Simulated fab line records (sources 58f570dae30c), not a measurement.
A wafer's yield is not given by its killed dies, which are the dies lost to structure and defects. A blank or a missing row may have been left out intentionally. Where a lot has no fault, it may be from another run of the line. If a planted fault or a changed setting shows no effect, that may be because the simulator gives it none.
Chamber matching | flow berkeley_cmos170 | pecvd-03 running UCB170_SPACER_CVD_00: 3 sister chambers
The step deposits SiO2 from TEOS/O2, target thk 376 nm, time 47 s. 6 wafers are shown with their chamber, then 7 later ones without.

WAFERS, EACH WITH ITS CHAMBER
wafer  | chamber | heater_power_w (W)
L417.6 | 2       | 273
L418.6 | 2       | 318
L424.5 | 1       | 260
L424.6 | 0       | 268
L428.1 | 1       | 232
L428.2 | 0       | 278

WAFERS MISSING THEIR CHAMBER
wafer  | heater_power_w (W)
L428.6 | 286
L429.2 | 197
L429.3 | 219
L429.6 | 259
L432.1 | 246
L432.2 | 245
L432.5 | 221

EACH ONE'S CHAMBER
wafer  | from the rows above          | in truth
L428.6 | can't be placed: 2 or 0 or 1 | 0
L429.2 | can't be placed: 1 or 0      | 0
L429.3 | can't be placed: 1 or 0      | 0
L429.6 | can't be placed: 1 or 0 or 2 | 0
L432.1 | can't be placed: 1 or 0      | 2
L432.2 | can't be placed: 1 or 0      | 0
L432.5 | can't be placed: 1 or 0      | 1
Placed correctly: 0 of 7. Cannot be placed on the basis of these rows: 7; the candidates contain the true chamber in 6. Placed wrongly: 0.
How it was worked out, from the rows above alone: a wafer's distance from a chamber is the root of the sum, over the readings, of the square of ((its reading less the chamber's mean) divided by the reading's scatter). If the next closest chamber is less than 2 further off than the closest, the wafer can't be placed; otherwise it belongs to the closest. For every chamber, the mean is computed from those of its wafers that are shown. The scatter is the square root of a quotient: the sum, over the shown wafers, of each reading's squared deviation from its chamber's mean, divided by wafers minus chambers.
